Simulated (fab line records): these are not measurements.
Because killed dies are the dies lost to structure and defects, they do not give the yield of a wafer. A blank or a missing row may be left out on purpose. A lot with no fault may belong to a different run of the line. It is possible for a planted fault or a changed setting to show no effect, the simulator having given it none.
Comparing a struck lot with a sound one || flow berkeleyCmos170 || 43 steps out of a route of 331
Sound: wafers L541.3, L541.4, L541.5. Wafers struck: L549.2, L549.3, L549.6. Last of all comes the cause.
Per side, at each step with rows, come the tool, then ch with its chambers, and then its first start. Under that, the readings that differ: sound wafers || struck wafers || difference of the means || sigmas: that difference in standard deviations of wafers without a fault.
alike: readings with means less than 2 such deviations apart, plus words and numbers identical on both sides. not compared: withheld readings, readings lacking a value on some wafer, bounds such as >300 that could conceal the same value, and numbers that have no deviation in the record and whose values overlap.
A row with sigmas, a row that says differs or no value, or rows on one side alone: a step with any of these is where the two part. When numbers do not overlap yet have no deviation, they are printed without sigmas and do not part them. A reading missing from all wafers of one side parts the sides only when that side holds two or more wafers.

first, 6 steps without rows for these wafers: UCB170_GATE_COAT_06; UCB170_GATE_COAT_07 (resist thk 900 nm); UCB170_GATE_SOFTBAKE_08 (time 60 s); UCB170_GATE_EXPOSE_09 (exposes mask POLY, target cd 350 nm); UCB170_GATE_PEB_10; UCB170_GATE_DEVELOP_11 (develop time 45 s).
UCB170_GATE_CD_MEAS_12 targets a cd of 350 nm.
  struck on cdSem-01, day 8 13:12; sound on cdSem-01, day 6 16:33
  alike: cdNm
UCB170_GATE_OVL_MEAS_13:
  struck on overlay-01, day 8 13:19; sound on overlay-02, day 6 16:38
  alike: GATE_OVL
then, 1 step without rows for these wafers: UCB170_GATE_ETCH_14 (etches BARC in N2/H2).
UCB170_GATE_ETCH_15: etches poly-Si in HBr/Cl2, stops on SiO2, time 56.3 s, target depth 278.2 nm.
  sound on rieSi-01 ch 1,2,3, day 6 16:42; struck on rieSi-02 ch 0,1, day 8 13:23
  alike: drypumpMotorCurrentA, oesProductAu, throttleValvePct
  not compared: rfHoursCounterH
UCB170_GATE_STRIP_16: strips in O2.
  sound on plasmaAsher-02 ch 0,1, day 6 16:47; struck on plasmaAsher-03 ch 1, day 8 13:26
{"reading": "drypumpMotorCurrentA (A)", "sound": "6.5 5.6 6.5", "struck": "4.7 4.8 4.8", "difference": -1.4, "sigmas": -3}
  alike: oesProductAu
  not compared: rfHoursCounterH
UCB170_GATE_CD_MEAS_90 targets a cd of 350 nm.
  struck on cdSem-01, day 8 13:55; sound on cdSem-01, day 6 17:02
  alike: cdNm
UCB170_GATE_CLEAN_17: cleans in SPM, time 600 s.
  sound on wetBench-02 ch 3, day 6 17:31; struck on wetBench-01 ch 0, day 8 14:01
then, 6 steps without rows for these wafers: UCB170_PLDD_HMDS_00 (prime time 60 s); UCB170_PLDD_COAT_01 (resist thk 900 nm); UCB170_PLDD_SOFTBAKE_02 (time 60 s); UCB170_PLDD_EXPOSE_03 (exposes mask PSELECT, target cd 1200 nm); UCB170_PLDD_PEB_04; UCB170_PLDD_DEVELOP_05 (develop time 45 s).
UCB170_PLDD_CD_MEAS_06 targets a cd of 1200 nm.
  struck on cdSem-01, day 8 15:31; sound on cdSem-01, day 6 20:38
  alike: cdNm
UCB170_PLDD_OVL_MEAS_07:
  struck on overlay-02, day 8 15:37; sound on overlay-02, day 6 20:44
  alike: PLDD_OVL
then, 2 steps without rows for these wafers: UCB170_PLDD_IMPLANT_08; UCB170_PLDD_IMPLANT_09.
UCB170_PLDD_STRIP_10: strips in O2.
  sound on plasmaAsher-02 ch 0,1, day 6 21:05; struck on plasmaAsher-01 ch 0,1, day 8 15:57
  alike: drypumpMotorCurrentA, oesProductAu, stripTimeToEndpointS
  not compared: rfHoursCounterH
UCB170_PLDD_TW_MEAS_11:
  struck on filmMetro-04, day 8 16:04; sound on filmMetro-02, day 6 21:11
  alike: PLDD_TW
then, 7 steps without rows for these wafers: UCB170_PLDD_CLEAN_12 (cleans in SPM, time 600 s); UCB170_NLDD_HMDS_00 (prime time 60 s); UCB170_NLDD_COAT_01 (resist thk 900 nm); UCB170_NLDD_SOFTBAKE_02 (time 60 s); UCB170_NLDD_EXPOSE_03 (exposes mask NSELECT, target cd 1200 nm); UCB170_NLDD_PEB_04; UCB170_NLDD_DEVELOP_05 (develop time 45 s).
UCB170_NLDD_CD_MEAS_06 targets a cd of 1200 nm.
  struck on cdSem-01, day 8 20:10; sound on cdSem-01, day 6 23:32
  alike: cdNm
UCB170_NLDD_OVL_MEAS_07:
  struck on overlay-01, day 8 20:16; sound on overlay-01, day 6 23:38
  alike: NLDD_OVL
then, 2 steps without rows for these wafers: UCB170_NLDD_IMPLANT_08; UCB170_NLDD_IMPLANT_09.
UCB170_NLDD_STRIP_10: strips in O2.
  sound on plasmaAsher-04 ch 0,1, day 6 23:59; struck on plasmaAsher-02 ch 0,1, day 8 20:35
  alike: drypumpMotorCurrentA, oesProductAu, stripTimeToEndpointS
  not compared: rfHoursCounterH
UCB170_NLDD_TW_MEAS_11:
  struck on filmMetro-01, day 8 20:42; sound on filmMetro-02, day 7 00:05
{"reading": "NLDD_TW", "sound": "2169 2178 2177", "struck": "2208 2233 2230", "difference": "+49", "sigmas": "+2"}
then, 1 step without rows for these wafers: UCB170_NLDD_CLEAN_12 (cleans in SPM, time 600 s).
UCB170_SPACER_CVD_00: deposits SiO2 from TEOS/O2, target thk 376 nm, time 47 s.
  sound on pecvd-01 ch 0,2, day 7 00:18; struck on pecvd-03 ch 0,2, day 8 20:56
  alike: heaterPowerW
UCB170_SPACER_THK_MEAS_01:
  struck on filmMetro-01, day 8 20:59; sound on filmMetro-01, day 7 00:22
  alike: SPACER_TEOS_THK
then, 1 step without rows for these wafers: UCB170_SPACER_ANNEAL_02 (time 1800 s).
UCB170_M3_PROBE_99:
  the record has rows for the struck wafers here (prober-01, day 10 13:46) and none for the sound ones

== WHERE THEY PART ==
First at UCB170_GATE_STRIP_16; last, within this record, at UCB170_M3_PROBE_99.

WHY: what the simulator had put in
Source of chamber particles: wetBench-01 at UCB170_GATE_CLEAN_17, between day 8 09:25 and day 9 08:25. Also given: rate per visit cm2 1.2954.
